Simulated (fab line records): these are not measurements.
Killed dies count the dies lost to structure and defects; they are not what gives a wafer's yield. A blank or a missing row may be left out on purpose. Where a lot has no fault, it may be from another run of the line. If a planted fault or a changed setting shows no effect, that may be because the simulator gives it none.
Matching of chambers || flow berkeley cmos170 || 3 sister chambers for UCB170_SPACER_CVD_00 on pecvd-03
The step deposits SiO2 from TEOS/O2, target thk 376 nm, time 47 s. 3 wafers are shown with their chamber, then 7 later ones without.

== EACH WAFER AND ITS CHAMBER ==
{"wafer": "L326.2", "chamber": 1, "heater power w (W)": 230}
{"wafer": "L326.5", "chamber": 0, "heater power w (W)": 231}
{"wafer": "L329.4", "chamber": 2, "heater power w (W)": 205}

== WAFERS WHOSE CHAMBER IS MISSING ==
{"wafer": "L329.6", "heater power w (W)": 156}
{"wafer": "L333.1", "heater power w (W)": 244}
{"wafer": "L333.5", "heater power w (W)": 196}
{"wafer": "L333.6", "heater power w (W)": 256}
{"wafer": "L334.1", "heater power w (W)": 300}
{"wafer": "L334.4", "heater power w (W)": 220}
{"wafer": "L334.6", "heater power w (W)": 232}

== CHAMBER TAKEN BY EACH ==
{"wafer": "L329.6", "from the rows above": "can't be placed: 2 or 1 or 0", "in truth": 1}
{"wafer": "L333.1", "from the rows above": "can't be placed: 0 or 1 or 2", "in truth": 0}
{"wafer": "L333.5", "from the rows above": "can't be placed: 2 or 1 or 0", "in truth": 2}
{"wafer": "L333.6", "from the rows above": "can't be placed: 0 or 1 or 2", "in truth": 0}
{"wafer": "L334.1", "from the rows above": "can't be placed: 0 or 1 or 2", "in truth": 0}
{"wafer": "L334.4", "from the rows above": "can't be placed: 1 or 0 or 2", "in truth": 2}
{"wafer": "L334.6", "from the rows above": "can't be placed: 0 or 1 or 2", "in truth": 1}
Correct placement for 0 of the 7. From these rows, 7 cannot be placed; in 7 the true chamber is one of the candidates. 0 placed wrongly.
How it was worked out, from the rows above alone: a wafer's distance from a chamber is the root of the sum, over the readings, of the square of ((its reading less the chamber's mean) divided by the reading's scatter). The wafer belongs to the nearest chamber; if the next one is less than 2 further off, it can't be placed. Each chamber's mean is taken over the wafers shown for it. The scatter (one wafer shown for each chamber): square how far every hidden wafer sits from the nearest shown wafer, average those squares and take the square root.
